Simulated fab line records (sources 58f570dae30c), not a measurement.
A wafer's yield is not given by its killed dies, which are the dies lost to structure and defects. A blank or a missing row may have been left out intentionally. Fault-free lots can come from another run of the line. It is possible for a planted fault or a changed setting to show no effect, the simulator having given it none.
A struck lot beside a sound one -- flow berkeley_cmos170 -- 19 out of 331 route steps
Sound: these wafers, L784.2, L784.3, L784.6. Wafers L789.3, L789.4, L789.6 were the ones struck. The cause comes at the end.
Per side, at each step with rows, come the tool, then ch with its chambers, and then its first start. Under that, the readings that differ: sound wafers -- struck wafers -- difference of the means -- sigmas: that difference in standard deviations of wafers without a fault.
alike: same words and numbers on both sides, and readings whose means sit less than 2 such deviations apart. not compared: any withheld reading, any reading some wafer has no value for, any bound like >300 that may hide the same value, and any number with overlapping values for which the record gives no deviation.
Wherever a step has rows on one side only, a row that says differs or no value, or a row with sigmas, the two part there. When numbers do not overlap yet have no deviation, they are printed without sigmas and do not part them. Lack of a reading on every wafer of one side parts them only where that side has two or more wafers.

UCB170_NLDD_CD_MEAS_06: the cd target is 1200 nm.
  struck on cd_sem-02, day 8 06:29; sound on cd_sem-02, day 7 06:37
  alike: cd_nm
UCB170_NLDD_OVL_MEAS_07:
  struck on overlay-02, day 8 06:35; sound on overlay-02, day 7 06:43
  alike: NLDD_OVL
then, 2 steps without rows for these wafers: UCB170_NLDD_IMPLANT_08; UCB170_NLDD_IMPLANT_09.
UCB170_NLDD_STRIP_10: strips in O2.
  sound on plasma_asher-02 ch 0,1, day 7 07:03; struck on plasma_asher-02 ch 0,1, day 8 06:56
reading,sound,struck,difference,sigmas
oes_product_au (a.u.),0.737 0.745 0.742,0.735 0.731 0.728,-0.010,-2
  alike: drypump_motor_current_A, o2_flow_sccm, strip_time_to_endpoint_s
  not compared: rf_hours_counter_h
UCB170_NLDD_TW_MEAS_11:
  struck on film_metro-04, day 8 07:02; sound on film_metro-03, day 7 07:10
  alike: NLDD_TW
then, 1 step without rows for these wafers: UCB170_NLDD_CLEAN_12 (cleans in SPM, time 600 s).
UCB170_SPACER_CVD_00: deposits SiO2 from TEOS/O2, target thk 376 nm, time 47 s.
  sound on pecvd-02 ch 0,1,2, day 7 07:49; struck on pecvd-02 ch 0,1,2, day 8 07:16
  alike: heater_power_w, rf_fwd_power_W
UCB170_SPACER_THK_MEAS_01:
  struck on film_metro-04, day 8 07:19; sound on film_metro-01, day 7 07:52
  alike: SPACER_TEOS_THK
then, 1 step without rows for these wafers: UCB170_SPACER_ANNEAL_02 (time 1800 s).
UCB170_SPACER_ETCHBACK_03: etches SiO2 in CHF3/CF4/Ar, stops on Si, target depth 376 nm, time 100 s.
  sound on rie_diel-04 ch 1,3, day 7 09:39; struck on rie_diel-04 ch 0,1,3, day 8 12:38
  alike: drypump_motor_current_A, oes_product_au, rf_fwd_power_W, throttle_valve_pct
  not compared: rf_hours_counter_h
then, 1 step without rows for these wafers: UCB170_PSD_HMDS_00 (prime time 60 s).
UCB170_PSD_COAT_01: resist thk 900 nm.
  struck on litho_track-01, day 8 12:54; sound on litho_track-04 ch 0, day 7 10:02
  no value came back on the struck wafers for chill_plate_temp_C (C), dispense_pressure_kPa (kPa); on the sound wafers chill_plate_temp_C (C) reads 23.02 23.04 23.21
then, 4 steps without rows for these wafers: UCB170_PSD_SOFTBAKE_02 (time 60 s); UCB170_PSD_EXPOSE_03 (exposes mask PSELECT MOD, target cd 1200 nm); UCB170_PSD_PEB_04; UCB170_PSD_DEVELOP_05 (develop time 45 s).
UCB170_PSD_CD_MEAS_06: the cd target is 1200 nm.
  struck on cd_sem-02, day 8 13:35; sound on cd_sem-01, day 7 10:56
reading,sound,struck,difference,sigmas
cd_nm (nm),1199.8 1198.5 1200.3,- - -,no value on the struck wafers,
UCB170_PSD_OVL_MEAS_07:
  struck on overlay-02, day 8 13:40; sound on overlay-02, day 7 11:02
reading,sound,struck,difference,sigmas
PSD_OVL (nm),4 6 10,- - -,no value on the struck wafers,

WHERE THEY PART
First at UCB170_NLDD_STRIP_10; last, within this record, at UCB170_PSD_OVL_MEAS_07.

WHY: what had been put in by the simulator
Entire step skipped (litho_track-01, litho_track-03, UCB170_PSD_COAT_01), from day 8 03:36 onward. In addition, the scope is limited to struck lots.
